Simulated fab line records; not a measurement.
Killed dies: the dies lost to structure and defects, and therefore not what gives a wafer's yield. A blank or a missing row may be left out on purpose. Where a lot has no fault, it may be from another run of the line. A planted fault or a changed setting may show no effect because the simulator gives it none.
Check for tools in common / flow berkeleyCmos170 / 14 lots and 48 wafers in the sample

## THE REASON FOR OPENING IT
Flagged at UCB170_NSD_CD_MEAS_06: reading cdNm, on 2 of 14 lots. Fault-free wafers read 1200.1 nm, with a standard deviation of 1.4.
Rule: flag the lot when none of its wafers has a number, or when each of its wafers that has one lies beyond 4 standard deviations from that mean. The rest of the lots are taken to be sound.

lot=L486; measured=day 8 04:27; on=cdSem-02; cdNm (nm), wafer by wafer=1197.6 1198.8 1198.5; flag=
lot=L487; measured=day 8 05:12; on=cdSem-02; cdNm (nm), wafer by wafer=1202.0 1203.6 1201.7; flag=
lot=L490; measured=day 8 18:40; on=cdSem-01; cdNm (nm), wafer by wafer=1199.5 1199.3 1200.6; flag=
lot=L488; measured=day 8 18:53; on=cdSem-01; cdNm (nm), wafer by wafer=1201.9 1203.0 1203.1; flag=
lot=L491; measured=day 9 06:53; on=cdSem-01; cdNm (nm), wafer by wafer=1200.0 1200.6 1199.8; flag=
lot=L495; measured=day 9 07:29; on=cdSem-01; cdNm (nm), wafer by wafer=1200.0 1200.3 1201.2; flag=
lot=L493; measured=day 9 07:43; on=cdSem-01; cdNm (nm), wafer by wafer=1199.4 1200.3 1200.7; flag=
lot=L498; measured=day 10 11:17; on=cdSem-02; cdNm (nm), wafer by wafer=1228.7 1228.6 1227.6 1229.1 1228.4 1228.3; flag=FLAGGED
lot=L497; measured=day 10 11:32; on=cdSem-01; cdNm (nm), wafer by wafer=1201.1 1201.4 1201.9; flag=
lot=L499; measured=day 10 11:55; on=cdSem-01; cdNm (nm), wafer by wafer=1220.6 1220.2 1221.2 1220.5 1219.9 1221.3; flag=FLAGGED
lot=L501; measured=day 11 04:40; on=cdSem-02; cdNm (nm), wafer by wafer=1199.2 1200.5 1200.2; flag=
lot=L505; measured=day 12 06:14; on=cdSem-01; cdNm (nm), wafer by wafer=1199.7 1200.0 1199.8; flag=
lot=L507; measured=day 12 06:44; on=cdSem-01; cdNm (nm), wafer by wafer=1201.8 1200.7 1199.8; flag=
lot=L508; measured=day 13 02:44; on=cdSem-02; cdNm (nm), wafer by wafer=1198.6 1200.2 1200.8; flag=
On average the flagged lots' numbers are 1224.5 nm, which is +24.4 nm against the usual, or +17 standard deviations.

## LOT BY LOT: THE TOOL USED
The record holds 3 process steps before the reading, out of a route of 331 steps. Every cell lists first the tool, next ch and the chambers used by the sampled wafers, and last the start.
lot=L486; flag=; UCB170_NLDD_STRIP_10=plasmaAsher-02 ch 0,1, day 7 18:44; UCB170_SPACER_CVD_00=pecvd-02 ch 0,1, day 7 19:04; UCB170_NSD_PEB_04=lithoTrack-01 ch 0, day 8 04:11
lot=L487; flag=; UCB170_NLDD_STRIP_10=plasmaAsher-01 ch 0,1, day 7 19:03; UCB170_SPACER_CVD_00=pecvd-03 ch 0,1, day 7 19:23; UCB170_NSD_PEB_04=lithoTrack-01 ch 0, day 8 04:56
lot=L490; flag=; UCB170_NLDD_STRIP_10=plasmaAsher-01 ch 0,1, day 8 10:22; UCB170_SPACER_CVD_00=pecvd-01 ch 0,1,2, day 8 10:42; UCB170_NSD_PEB_04=lithoTrack-02 ch 0, day 8 18:24
lot=L488; flag=; UCB170_NLDD_STRIP_10=plasmaAsher-02 ch 0,1, day 8 09:58; UCB170_SPACER_CVD_00=pecvd-03 ch 1,2, day 8 10:18; UCB170_NSD_PEB_04=lithoTrack-01 ch 0, day 8 18:37
lot=L491; flag=; UCB170_NLDD_STRIP_10=plasmaAsher-04 ch 0,1, day 8 18:00; UCB170_SPACER_CVD_00=pecvd-03 ch 0,1, day 8 18:32; UCB170_NSD_PEB_04=lithoTrack-01 ch 0, day 9 06:37
lot=L495; flag=; UCB170_NLDD_STRIP_10=plasmaAsher-01 ch 0, day 9 00:24; UCB170_SPACER_CVD_00=pecvd-01 ch 1,2, day 9 00:45; UCB170_NSD_PEB_04=lithoTrack-01 ch 0, day 9 07:10
lot=L493; flag=; UCB170_NLDD_STRIP_10=plasmaAsher-04 ch 0,1, day 9 00:28; UCB170_SPACER_CVD_00=pecvd-03 ch 0,2, day 9 01:03; UCB170_NSD_PEB_04=lithoTrack-01 ch 0, day 9 07:26
lot=L498; flag=FLAGGED; UCB170_NLDD_STRIP_10=plasmaAsher-04 ch 0,1, day 10 00:05; UCB170_SPACER_CVD_00=pecvd-03 ch 0,1,2, day 10 00:25; UCB170_NSD_PEB_04=lithoTrack-01 ch 0, day 10 11:01
lot=L497; flag=; UCB170_NLDD_STRIP_10=plasmaAsher-04 ch 0,1, day 9 23:50; UCB170_SPACER_CVD_00=pecvd-02 ch 1,2, day 10 00:11; UCB170_NSD_PEB_04=lithoTrack-02 ch 0, day 10 11:16
lot=L499; flag=FLAGGED; UCB170_NLDD_STRIP_10=plasmaAsher-04 ch 0,1, day 10 00:24; UCB170_SPACER_CVD_00=pecvd-01 ch 0,2, day 10 00:44; UCB170_NSD_PEB_04=lithoTrack-01 ch 0, day 10 11:39
lot=L501; flag=; UCB170_NLDD_STRIP_10=plasmaAsher-04 ch 1, day 10 16:58; UCB170_SPACER_CVD_00=pecvd-01 ch 0,2, day 10 19:49; UCB170_NSD_PEB_04=lithoTrack-02 ch 0, day 11 04:23
lot=L505; flag=; UCB170_NLDD_STRIP_10=plasmaAsher-01 ch 0, day 11 20:44; UCB170_SPACER_CVD_00=pecvd-01 ch 0,1, day 11 21:04; UCB170_NSD_PEB_04=lithoTrack-02 ch 0, day 12 05:58
lot=L507; flag=; UCB170_NLDD_STRIP_10=plasmaAsher-02 ch 0, day 11 22:05; UCB170_SPACER_CVD_00=pecvd-02 ch 0,1,2, day 11 22:25; UCB170_NSD_PEB_04=lithoTrack-04 ch 0, day 12 06:28
lot=L508; flag=; UCB170_NLDD_STRIP_10=plasmaAsher-02 ch 0,1, day 12 17:23; UCB170_SPACER_CVD_00=pecvd-02 ch 0,1,2, day 12 17:43; UCB170_NSD_PEB_04=lithoTrack-04 ch 0, day 13 02:29
What is done by these steps:
- UCB170_NLDD_STRIP_10: strips in O2.
- UCB170_SPACER_CVD_00: deposits SiO2 from TEOS/O2, target thk 376 nm, time 47 s.
- UCB170_NSD_PEB_04
- UCB170_NSD_CD_MEAS_06: target cd 1200 nm.

## FLAGGED OVER TOTAL, TOOL BY TOOL (the gauges that took the reading come last)
step=UCB170_NLDD_STRIP_10; tool=plasmaAsher-01; lots run=4; flagged=0; share of the flagged lots=none; sound lots run after its first flagged lot=-
step=UCB170_NLDD_STRIP_10; tool=plasmaAsher-02; lots run=4; flagged=0; share of the flagged lots=none; sound lots run after its first flagged lot=-
step=UCB170_NLDD_STRIP_10; tool=plasmaAsher-04; lots run=6; flagged=2; share of the flagged lots=all; sound lots run after its first flagged lot=1 (L501)
step=UCB170_SPACER_CVD_00; tool=pecvd-01; lots run=5; flagged=1; share of the flagged lots=some; sound lots run after its first flagged lot=2 (L501,L505)
step=UCB170_SPACER_CVD_00; tool=pecvd-02; lots run=4; flagged=0; share of the flagged lots=none; sound lots run after its first flagged lot=-
step=UCB170_SPACER_CVD_00; tool=pecvd-03; lots run=5; flagged=1; share of the flagged lots=some; sound lots run after its first flagged lot=0
step=UCB170_NSD_PEB_04; tool=lithoTrack-01; lots run=8; flagged=2; share of the flagged lots=all; sound lots run after its first flagged lot=0
step=UCB170_NSD_PEB_04; tool=lithoTrack-02; lots run=4; flagged=0; share of the flagged lots=none; sound lots run after its first flagged lot=-
step=UCB170_NSD_PEB_04; tool=lithoTrack-04; lots run=2; flagged=0; share of the flagged lots=none; sound lots run after its first flagged lot=-
step=UCB170_NSD_CD_MEAS_06; tool=cdSem-01; lots run=9; flagged=1; share of the flagged lots=some; sound lots run after its first flagged lot=2 (L505,L507)
step=UCB170_NSD_CD_MEAS_06; tool=cdSem-02; lots run=5; flagged=1; share of the flagged lots=some; sound lots run after its first flagged lot=2 (L501,L508)

## THE TABLE: WHAT IT ALLOWS
Every flagged lot went through 2 rows of the table: plasmaAsher-04 at UCB170_NLDD_STRIP_10 and lithoTrack-01 at UCB170_NSD_PEB_04.
- plasmaAsher-04 at UCB170_NLDD_STRIP_10 ran 6 lots, 2 of them flagged. After the first flagged lot (L501), sound lots still ran on it; a lasting fault on the whole tool would not permit that.
- lithoTrack-01 at UCB170_NSD_PEB_04 ran 8 lots, 2 of them flagged. Its last sound lot is L493 (day 9 07:26), its first flagged lot L498 (day 10 11:01): a fault that began between those two fits. Its own readings (heaterPowerTotalW, plateTempC) fall more than 4 standard deviations out on all wafers of the flagged lots.
Just one tool remains: lithoTrack-01 at UCB170_NSD_PEB_04.

## WHAT THE SIMULATOR HAD PUT IN
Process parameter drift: lithoTrack-01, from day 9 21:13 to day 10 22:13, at UCB170_NSD_PEB_04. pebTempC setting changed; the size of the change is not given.
Shown lots that were struck: L498, L499. The rule above found the same.
